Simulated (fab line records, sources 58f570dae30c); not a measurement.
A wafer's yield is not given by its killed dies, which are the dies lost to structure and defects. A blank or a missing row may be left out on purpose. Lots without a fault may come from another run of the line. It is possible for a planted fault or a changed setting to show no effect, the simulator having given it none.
The tool behind it: which one? ; flow berkeleyCmos170 ; 41 wafers from 14 lots sampled at 4 of the route's 331 steps

== WHAT THE GAUGES READ, wafer by wafer ==
UCB170_V2_OVL_MEAS_13. Usual: V2_OVL typically reads 1 nm, with standard deviation 5.4.
lot;measured;on;V2_OVL (nm);flag
L958;day 7 15:52;overlay-02;2 0 -2;
L959;day 7 15:50;overlay-01;5 -4 6;
L960;day 7 18:35;overlay-01;4 3 10;
L963;day 8 16:36;overlay-02;-3 -12 -4;
L964;day 9 02:54;overlay-01;2 4 -1;
L965;day 9 02:48;overlay-02;10 0;
L966;day 9 15:19;overlay-02;1 -10 -4;
L970;day 10 10:05;overlay-01;12 6 6;
L971;day 10 09:15;overlay-01;2 4 0;
L977;day 12 02:28;overlay-01;1 3 4;
L978;day 12 02:44;overlay-01;1 3 3;
L979;day 12 03:01;overlay-01;5 9 5;
L980;day 12 08:26;overlay-02;-8 -4 -11;
L981;day 12 08:40;overlay-01;6 10 5;

== TOOL THAT RAN EACH LOT (tool first, then ch and the chambers of the sampled wafers, then the start) ==
lot;UCB170_ACTIVE_OXIDATION_02;UCB170_V1_ETCH_14;UCB170_V2_CVD_00
L958;furnace-02 ch 0, day 3 19:06;rieDiel-02 ch 0,1,3, day 7 08:20;pecvd-02 ch 0,1,2, day 7 12:24
L959;furnace-02 ch 0, day 4 00:42;rieDiel-04 ch 0,2,3, day 7 08:16;pecvd-04 ch 0,1,2, day 7 12:14
L960;furnace-02 ch 0, day 4 03:33;rieDiel-02 ch 0,1,3, day 7 11:17;pecvd-04 ch 0,1,2, day 7 16:37
L963;furnace-02 ch 0, day 4 20:55;rieDiel-02 ch 0,2, day 8 10:57;pecvd-04 ch 0,1,2, day 8 14:37
L964;furnace-02 ch 0, day 5 00:51;rieDiel-01 ch 0,2,3, day 8 18:04;pecvd-03 ch 0,2, day 8 22:32
L965;furnace-02 ch 0, day 5 00:51;rieDiel-02 ch 1,3, day 8 18:14;pecvd-02 ch 0,2, day 8 22:41
L966;furnace-02 ch 0, day 5 16:52;rieDiel-04 ch 0,1,2, day 9 09:06;pecvd-04 ch 0,1, day 9 12:51
L970;furnace-01 ch 0, day 6 14:05;rieDiel-04 ch 0,2,3, day 10 03:25;pecvd-03 ch 0,1,2, day 10 06:47
L971;furnace-01 ch 0, day 6 14:05;rieDiel-02 ch 0,1, day 10 03:34;pecvd-02 ch 0,1,2, day 10 06:41
L977;furnace-03 ch 0, day 7 19:40;rieDiel-04 ch 0,3, day 11 17:46;pecvd-03 ch 1,2, day 11 21:03
L978;furnace-03 ch 0, day 7 19:40;rieDiel-01 ch 1,3, day 11 17:53;pecvd-04 ch 0,2, day 11 21:10
L979;furnace-03 ch 0, day 8 05:56;rieDiel-04 ch 0,1,2, day 11 19:46;pecvd-02 ch 0,1, day 11 22:48
L980;furnace-02 ch 0, day 8 11:56;rieDiel-02 ch 2,3, day 12 01:44;pecvd-04 ch 0,1,2, day 12 05:53
L981;furnace-02 ch 0, day 8 11:56;rieDiel-01 ch 2,3, day 12 02:01;pecvd-02 ch 0,1,2, day 12 06:10
- UCB170_ACTIVE_OXIDATION_02: target thk 26.4 nm, ox time 1260 s.
- UCB170_V1_ETCH_14: etches SiO2 in CHF3/CF4/Ar, stops on Al, target depth 1250 nm, time 291 s.
- UCB170_V2_CVD_00: deposits SiO2 from TEOS/O2, target thk 2000 nm, time 250 s.

== AS READ BY THE TOOLS THEMSELVES (means over the sampled wafers that have a number; for cases with no such wafer, the mark the record gives instead) ==
UCB170_ACTIVE_OXIDATION_02. Usual: tube_center_temp_C_max 1002.6, standard deviation 0.41; zonePowerSourcePct 38.7 %, standard deviation 2.7.
lot;tool;tube_center_temp_C_max;zonePowerSourcePct (%);flag
L958;furnace-02;1002.6;40.1;
L959;furnace-02;1002.5;40.0;
L960;furnace-02;1002.2;40.2;
L963;furnace-02;1002.2;39.9;
L964;furnace-02;1002.3;40.0;
L965;furnace-02;1002.4;39.8;
L966;furnace-02;1002.7;40.2;
L970;furnace-01;1002.8;31.5;
L971;furnace-01;1002.5;31.5;
L977;furnace-03;1002.4;36.1;
L978;furnace-03;1003.0;36.1;
L979;furnace-03;1002.7;36.3;
L980;furnace-02;1002.7;40.4;
L981;furnace-02;1002.9;40.0;

UCB170_V1_ETCH_14. Usual: cf4FlowSccm 15.00 sccm, standard deviation 0.048; drypumpMotorCurrentA 5.6 A, standard deviation 0.45; oesProductAu 0.872 a.u., standard deviation 0.013; throttleValvePct 6.95 %, standard deviation 0.078.
lot;tool;cf4FlowSccm (sccm);drypumpMotorCurrentA (A);oesProductAu (a.u.);throttleValvePct (%);flag
L958;rieDiel-02;15.00;5.5;0.873;6.91;
L959;rieDiel-04;15.01;6.0;0.875;7.01;
L960;rieDiel-02;14.98;5.5;0.869;6.92;
L963;rieDiel-02;14.98;5.4;0.877;6.92;
L964;rieDiel-01;15.02;5.2;0.859;6.96;
L965;rieDiel-02;14.96;5.2;0.869;6.91;
L966;rieDiel-04;15.01;6.0;0.873;7.01;
L970;rieDiel-04;15.05;6.0;0.888;7.01;
L971;rieDiel-02;15.02;5.8;0.878;6.94;
L977;rieDiel-04;14.93;5.9;0.886;7.05;
L978;rieDiel-01;14.95;6.1;0.873;6.90;
L979;rieDiel-04;14.95;5.9;0.867;7.02;
L980;rieDiel-02;14.98;5.1;0.875;6.90;
L981;rieDiel-01;15.00;5.4;0.865;7.02;

UCB170_V2_CVD_00. Usual: heaterPowerW at 260 W, with a standard deviation of 53.
lot;tool;heaterPowerW (W);flag
L958;pecvd-02;253;
L959;pecvd-04;279;
L960;pecvd-04;279;
L963;pecvd-04;288;
L964;pecvd-03;294;
L965;pecvd-02;218;
L966;pecvd-04;264;
L970;pecvd-03;249;
L971;pecvd-02;232;
L977;pecvd-03;259;
L978;pecvd-04;288;
L979;pecvd-02;212;
L980;pecvd-04;267;
L981;pecvd-02;242;

== THE ANSWER, worked out from the rows above alone ==
Rule: a lot counts as off when the mean over its wafers that have a number is more than 3 standard deviations away from the usual mean. A lot without any number at a reading at which 4 lots or more have one is off too. The other lots that the step has rows for count as sound. Order of review: gauges by route order, followed by the tools' own readings, for which a lot's mean as printed above is used. The first step at which some lot is off is used, and at that step the reading that is off furthest; a lot without a number counts as furthest.
Nothing can be told from this: no lot is off at any reading shown.

== WHAT WAS PUT IN BY THE SIMULATOR ==
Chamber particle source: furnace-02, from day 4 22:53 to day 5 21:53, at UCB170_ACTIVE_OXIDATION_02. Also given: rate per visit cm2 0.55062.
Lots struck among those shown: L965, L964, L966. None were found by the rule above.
